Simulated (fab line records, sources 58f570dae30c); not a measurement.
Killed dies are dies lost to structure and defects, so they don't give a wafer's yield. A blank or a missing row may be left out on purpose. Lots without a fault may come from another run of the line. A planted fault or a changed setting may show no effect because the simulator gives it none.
fab line records | flow berkeley_cmos170
record lots=14 wafers=42 last_day=13
route steps=331 shown PFIELD@83
lots that met no fault: from a run of the same line without faults
start_h: hours from the record's first day to the start of the lot's first wafer shown | wait_h: hours since the lot's step before | " the same as in the row above | L1.1+2: a row that stands for several wafers | - no value, or no start given | * or withheld: withheld | < > ~ a bound
route shown NAME@n: a module of which the file shows steps, and the number in the route of the first | usual: mean/standard deviation of fault-free wafers | same: alike in all rows | chamber/n: place in a boat | sites: the reading at each site | _std_site: their standard deviation | _edge_site: outer sites' mean less inner sites' | radius_mm: how far each site lies from the wafer's centre | mask NAME#n: copy n | behind: the tool/chamber that last shaped the wafer | hold: why the lot was held/for how many hours/how that ended | device: the transistor (n, p or np) that didn't switch | end of line: the same wafers' tests at the end of the route | a step without rows: its recipe alone | killed: dies lost to structure and defects at the first sort, not the wafer's yield | map: a wafer's dies, x killed, . not, _ none there
set.NAME: the setting as run; set.NAME@STEP: as run at that earlier step | model.NAME: the simulator's own value behind a step, which no gauge read
steps of the route over a sample of lots; a table a step, a row a wafer
## steps
# step UCB170_PFIELD_PEB_04
# recipe peb_temp_c=130 peb_time_s=withheld resist=KrF
# usual chill_plate_temp_C=23.00/0.1 exhaust_pa=45.1/0.83
# columns lot.wafer tool chamber start_h wait_h chill_plate_temp_C exhaust_pa
L893.2 litho_track-02 0 91.29 0.7 22.92 45.9
L893.3 " 0 " " 22.85 45.8
L893.5 " 0 " " 23.05 44.3
L894.3 litho_track-04 0 100.63 0.4 23.06 43.3
L894.5 " 0 " " 23.14 43.5
L894.6 " 0 " " 23.06 43.9
L896.2 litho_track-03 0 100.67 0.4 23.02 45.0
L896.4 " 0 " " 22.86 46.4
L896.5 " 0 " " 22.82 45.1
L898.1 litho_track-03 0 113.74 0.1 23.07 45.5
L898.3 " 0 " " 22.92 46.4
L898.6 " 0 " " 23.08 46.9
L899.3 litho_track-03 0 121.28 0.1 23.19 45.5
L899.4 " 0 " " 22.89 46.4
L899.5 " 0 " " 23.07 45.1
L904.2 litho_track-02 0 136.94 0.5 23.09 43.7
L904.3 " 0 " " 23.08 45.9
L904.4 " 0 " " 22.96 44.4
L907.1 litho_track-03 0 160.81 0.1 22.95 45.0
L907.3 " 0 " " 22.97 44.9
L907.4 " 0 " " 23.09 43.7
L906.3 litho_track-04 - 161.07 0.1 - -
L906.5 " - " " - -
L906.6 " - " " - -
L908.1 litho_track-03 - 170.66 0.7 - -
L908.5 " - " " - -
L908.6 " - " " - -
L913.3 litho_track-04 0 191.70 0.5 23.02 45.2
L913.4 " 0 " " 23.05 46.3
L913.6 " 0 " " 23.11 45.6
L912.2 litho_track-02 0 191.85 0.2 23.10 45.2
L912.3 " 0 " " 22.90 45.8
L912.6 " 0 " " 22.99 45.4
L914.1 litho_track-04 0 200 - 23.25 44.9
L914.2 " 0 " " 23.08 44.8
L914.5 " 0 " " 23.16 43.4
L915.1 litho_track-03 0 200.66 1.0 22.99 45.2
L915.4 " 0 " " 22.89 45.1
L915.6 " 0 " " 23.08 45.7
L916.1 litho_track-02 0 215.21 0.8 22.88 44.8
L916.2 " 0 " " 22.92 45.3
L916.4 " 0 " " 22.98 46.1
## key
first_sign step=UCB170_PFIELD_PEB_04 reading=tool_record direction=missing
effect none on later readings
met_at UCB170_PFIELD_PEB_04
struck_lots L906,L908
sort_left_out L906.3,L906.5,L906.6,L908.1,L908.5,L908.6
tester_left_out L906,L908
onset_between 160.81 161.07
fault kind=skipped_step_whole tool=litho_track-03,litho_track-04 chamber=- onset_h=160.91 steps=UCB170_PFIELD_PEB_04 scope=struck_lots_only
# tester_left_out: of these lots the tester's yield and bins aren't shown, on N5 and GAA mostly nor the transistor test; their killed dies are dies lost to structure and defects alone, not to doping, threshold or leakage, so they don't give the yield
# sort_left_out: the simulated sort isn't trusted on such a fault, so these wafers' sort isn't shown, and their yield isn't known
